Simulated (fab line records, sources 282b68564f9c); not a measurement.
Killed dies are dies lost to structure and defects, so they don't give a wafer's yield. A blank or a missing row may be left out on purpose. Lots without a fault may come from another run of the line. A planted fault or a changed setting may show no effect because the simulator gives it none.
A struck lot beside a sound one | flow rit_cmos | 43 steps out of a route of 202
Sound: wafers L274.1, L274.3, L274.6. Struck: wafers L281.2, L281.4, L281.6. The cause comes at the end.
At each step with rows: each side's tool, then ch and its chambers, then its first start. Under that, the readings that differ: sound wafers | struck wafers | difference of the means | sigmas: that difference in standard deviations of wafers without a fault.
alike: readings whose means differ by less than 2 such deviations, and words and numbers that are the same on both sides. not compared: withheld readings, readings that some wafer has no value for, bounds like >300 that may hide the same value, and numbers for which the record gives no deviation and whose values overlap.
The two part at a step that has a row with sigmas, a row that says differs or no value, or rows on one side only. Numbers that don't overlap but have no deviation are shown without sigmas and don't part them. A reading that every wafer of one side lacks parts them only if that side has two wafers or more.

first, 4 steps without rows for these wafers: RIT_GATE_SOFTBAKE_12 (time 60 s); RIT_GATE_EXPOSE_13 (exposes mask M6, target cd 150 nm); RIT_GATE_PEB_14; RIT_GATE_DEVELOP_15 (develop time 50 s).
RIT_GATE_CD_MEAS_16: target cd 150 nm.
  sound on cd_sem-02, day 2 23:21; struck on cd_sem-02, day 4 10:58
  alike: cd_nm
RIT_GATE_OVL_MEAS_17:
  sound on overlay-02, day 2 23:28; struck on overlay-01, day 4 11:04
  alike: GATE_OVL
then, 1 step without rows for these wafers: RIT_GATE_HARDBAKE_18 (time 60 s).
RIT_GATE_ETCH_19: etches poly-Si in SF6/CHF3/O2, stops on SiO2, time 165 s, target depth 312.5 nm.
  sound on rie_si-01 ch 2,3, day 2 23:40; struck on rie_si-02 ch 1,2,3, day 4 11:15
  alike: drypump_motor_current_A, he_backside_leak_sccm, oes_product_au, throttle_valve_pct
  not compared: rf_hours_counter_h
RIT_GATE_STRIP_20: strips in O2, time 180 s.
  sound on plasma_asher-03 ch 0,1, day 2 23:46; struck on plasma_asher-02 ch 0,1, day 4 11:22
  alike: drypump_motor_current_A
  not compared: rf_hours_counter_h
RIT_GATE_CD_MEAS_90: target cd 150 nm.
  sound on cd_sem-01, day 2 23:56; struck on cd_sem-01, day 4 11:34
  alike: cd_nm
then, 2 steps without rows for these wafers: RIT_REOX_CLEAN_00 (cleans in SC1, time 600 s); RIT_REOX_CLEAN_01 (cleans in dHF, time 30 s).
RIT_REOX_CLEAN_02: cleans in SC2, time 600 s.
  sound on wet_bench-03 ch 3, day 3 00:15; struck on wet_bench-01 ch 0, day 4 11:51
then, 1 step without rows for these wafers: RIT_REOX_OXIDATION_03 (target thk 25.2 nm, ox time 5580 s).
RIT_REOX_THK_MEAS_04:
  sound on film_metro-02, day 3 02:59; struck on film_metro-01, day 4 17:56
  alike: REOX_OXIDE_THK
then, 6 steps without rows for these wafers: RIT_NLDD_HMDS_00 (prime time 60 s); RIT_NLDD_COAT_01 (resist thk 1000 nm); RIT_NLDD_SOFTBAKE_02 (time 60 s); RIT_NLDD_EXPOSE_03 (exposes mask M7, target cd 40700 nm); RIT_NLDD_PEB_04; RIT_NLDD_DEVELOP_05 (develop time 50 s).
RIT_NLDD_OVL_MEAS_06:
  sound on overlay-01, day 3 04:12; struck on overlay-01, day 4 18:51
  alike: NLDD_OVL
then, 2 steps without rows for these wafers: RIT_NLDD_HARDBAKE_07 (time 60 s); RIT_NLDD_IMPLANT_08.
RIT_NLDD_STRIP_09: strips in O2, time 180 s.
  sound on plasma_asher-04 ch 0,1, day 3 04:32; struck on plasma_asher-03 ch 0,1, day 4 19:11
  reading                     | sound       | struck      | difference | sigmas
  drypump_motor_current_A (A) | 6.3 6.3 5.9 | 5.1 6.1 5.1 | -0.7       | -2
  not compared: rf_hours_counter_h
RIT_NLDD_TW_MEAS_10:
  sound on film_metro-04, day 3 04:43; struck on film_metro-03, day 4 19:22
  alike: NLDD_TW
then, 6 steps without rows for these wafers: RIT_PLDD_HMDS_00 (prime time 60 s); RIT_PLDD_COAT_01 (resist thk 1000 nm); RIT_PLDD_SOFTBAKE_02 (time 60 s); RIT_PLDD_EXPOSE_03 (exposes mask M8, target cd 40900 nm); RIT_PLDD_PEB_04; RIT_PLDD_DEVELOP_05 (develop time 50 s).
RIT_PLDD_OVL_MEAS_06:
  sound on overlay-01, day 3 05:45; struck on overlay-02, day 4 20:16
  alike: PLDD_OVL
then, 2 steps without rows for these wafers: RIT_PLDD_HARDBAKE_07 (time 60 s); RIT_PLDD_IMPLANT_08.
RIT_PLDD_STRIP_09: strips in O2, time 180 s.
  sound on plasma_asher-04 ch 1, day 3 06:05; struck on plasma_asher-04 ch 0,1, day 4 20:36
  alike: drypump_motor_current_A
  not compared: rf_hours_counter_h
RIT_PLDD_TW_MEAS_10:
  sound on film_metro-04, day 3 06:17; struck on film_metro-01, day 4 20:47
  reading | sound          | struck         | difference | sigmas
  PLDD_TW | 2382 2382 2387 | 2335 2341 2334 | -47        | -3
then, 4 steps without rows for these wafers: RIT_SPACER_CLEAN_00 (cleans in SC1, time 600 s); RIT_SPACER_CLEAN_01 (cleans in dHF, time 30 s); RIT_SPACER_CLEAN_02 (cleans in SC2, time 600 s); RIT_SPACER_CVD_03 (deposits Si3N4 from SiH2Cl2/NH3, target thk 250 nm, time 3300 s).
RIT_SPACER_THK_MEAS_04:
  sound on film_metro-01, day 3 08:37; struck on film_metro-02, day 5 00:05
  reading                 | sound             | struck            | difference | sigmas
  SPACER_NITRIDE_THK (nm) | 251.0 250.4 250.4 | 244.6 245.5 243.9 | -5.9       | -3
RIT_M1_PROBE_99:
  sound on prober-02, day 3 19:38; struck on prober-01, day 5 11:56
  reading                                      | sound                | struck              | difference | sigmas
  model.etest.diode_nwell_sub.leak_log10_a_cm2 | -7.593 -7.352 -7.528 | -6.753 -6.51 -6.537 | +0.891     |
  alike: killed_at_front_end, killed_dies, killed_open, killed_short

WHERE THEY PART
First at RIT_NLDD_STRIP_09; last, within this record, at RIT_SPACER_THK_MEAS_04. Later steps at which nothing parts them and some readings are alike: RIT_M1_PROBE_99.

WHY: what the simulator had put in
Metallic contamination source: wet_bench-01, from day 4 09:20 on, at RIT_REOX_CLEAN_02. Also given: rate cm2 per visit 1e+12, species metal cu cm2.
